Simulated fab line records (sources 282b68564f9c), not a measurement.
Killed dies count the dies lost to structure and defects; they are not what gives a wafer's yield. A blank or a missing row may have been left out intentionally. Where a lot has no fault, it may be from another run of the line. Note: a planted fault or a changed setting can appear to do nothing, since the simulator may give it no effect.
Lot-split experiment    flow rit cmos    23 wafers read from 5 lots, route of 202 steps

ABOUT THE SPLIT
At RIT_NLDD_IMPLANT_08, the setting dose cm2 was moved away from the recipe's 5e+14 on 10 of the 23 wafers read, by -6.7% to +6.0%. This setting was run at the recipe's value on the other wafers.

FROM THE SPLIT TO THE READING: what the file shows between them, 10 steps
- RIT_NLDD_STRIP_09: strips in O2, time 180 s
- RIT_NLDD_TW_MEAS_10
- RIT_PLDD_COAT_01: resist thk 1000 nm (also split here: resist thk nm)
- RIT_PLDD_SOFTBAKE_02: time 60 s
- RIT_PLDD_EXPOSE_03: exposes mask M8, target cd 40900 nm
- RIT_PLDD_DEVELOP_05: develop time 50 s
- RIT_PLDD_HARDBAKE_07: time 60 s
- RIT_SPACER_CVD_03: deposits Si3N4 from SiH2Cl2/NH3, target thk 250 nm, time 3300 s (also split here: sih2cl2 flow sccm)
- RIT_SDANNEAL_CLEAN_02: cleans in SC2, time 600 s (also split here: time s)
- RIT_SDANNEAL_RTA_03: time 5 s

THE READING
At RIT_SDANNEAL_RS_MEAS_07, a four-point-probe measurement gives NLDD_RS in ohm/sq. On this fab line, fault-free wafers typically give 151.8 ohm/sq with a standard deviation of 0.69 ohm/sq.

wafer   tool, chamber at the split  dose cm2 as run  against the recipe  NLDD_RS, ohm/sq  against lot-mates on the recipe
L075.1  implanter-01, 0             4.667e+14        -6.7%               160.8            +8.1
L075.2  implanter-01, 0             5e+14            recipe              152.7            -
L075.4  implanter-01, 0             4.667e+14        -6.7%               161.0            +8.3
L075.5  implanter-01, 0             4.667e+14        -6.7%               161.3            +8.6
L075.6  implanter-01, 0             5e+14            recipe              152.7            -
L076.2  implanter-01, 0             5.26e+14         +5.2%               145.6            -6.2
L076.3  implanter-01, 0             5e+14            recipe              151.8            -
L076.4  implanter-01, 0             5e+14            recipe              151.5            -
L076.5  implanter-01, 0             5.26e+14         +5.2%               146.4            -5.4
L076.6  implanter-01, 0             5e+14            recipe              152.2            -
L077.1  implanter-03, 0             5e+14            recipe              152.3            -
L077.2  implanter-03, 0             5e+14            recipe              152.1            -
L077.3  implanter-03, 0             5.298e+14        +6.0%               145.3            -7.1
L077.4  implanter-03, 0             5e+14            recipe              152.7            -
L077.5  implanter-03, 0             5.298e+14        +6.0%               145.2            -7.2
L079.2  implanter-01, 0             5e+14            recipe              152.5            -
L079.4  implanter-01, 0             5e+14            recipe              152.4            -
L079.5  implanter-01, 0             5e+14            recipe              152.2            -
L083.1  implanter-03, 0             5e+14            recipe              150.9            -
L083.2  implanter-03, 0             5e+14            recipe              151.1            -
L083.3  implanter-03, 0             5.15e+14         +3.0%               147.8            -3.2
L083.4  implanter-03, 0             5.15e+14         +3.0%               147.7            -3.3
L083.6  implanter-03, 0             5.15e+14         +3.0%               147.7            -3.3

FIT RESULTS
A straight line over all 23 wafers: NLDD_RS changes by -1.28 ohm/sq for each +1% of dose cm2; r = -0.99; the points scatter about the line by 0.61 ohm/sq.
The same after taking each lot's own level away (the mean of its wafers on the recipe; 23 wafers): -1.2 ohm/sq for each +1%; r = -1.00; scatter 0.28 ohm/sq.
On that fit, the largest move of dose cm2 shifts the reading by 8 ohm/sq.
From 151.00 to 152.70 ohm/sq: that is the span of the lots' own levels, equal to 2.5 times the standard deviation above.
Hence the lot-to-lot level has little effect on the slope; both slopes agree.
Check: +8.14 ohm/sq against its lot-mates is what the line predicts for one of the wafers moved furthest among these (-6.7%) when that wafer is left out of the fit. Against them it came out at +8.1 ohm/sq.

ADDITIONAL SPLITS CARRIED BY THESE WAFERS
Before the reading, these wafers also passed through other splits. Each is held against what the fit with the lots' levels taken away leaves over:
other split on the same wafers       wafers away from the commonest value  r with NLDD_RS (lot level and that fit taken away)
RIT_PLDD_COAT_01 resist thk nm       7                                     -0.05
RIT_SPACER_CVD_03 sih2cl2 flow sccm  18                                    -0.18
RIT_SDANNEAL_CLEAN_02 time s         5                                     +0.15

THE WHOLE CHAIN: every reading that the file lists as answering this split, in the file's order
step                     what it does                  reading  change (the file's fit)            r (the file's)
RIT_NLDD_TW_MEAS_10                                    NLDD_TW  +6.27 for each +1% of the setting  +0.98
RIT_SDANNEAL_RS_MEAS_07  measures by four-point-probe  NLDD_RS  -1.19 for each +1% of the setting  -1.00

THE FILE'S OWN FIT
NLDD_RS changes by -1.19 ohm/sq for each +1% of dose cm2, r = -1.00.
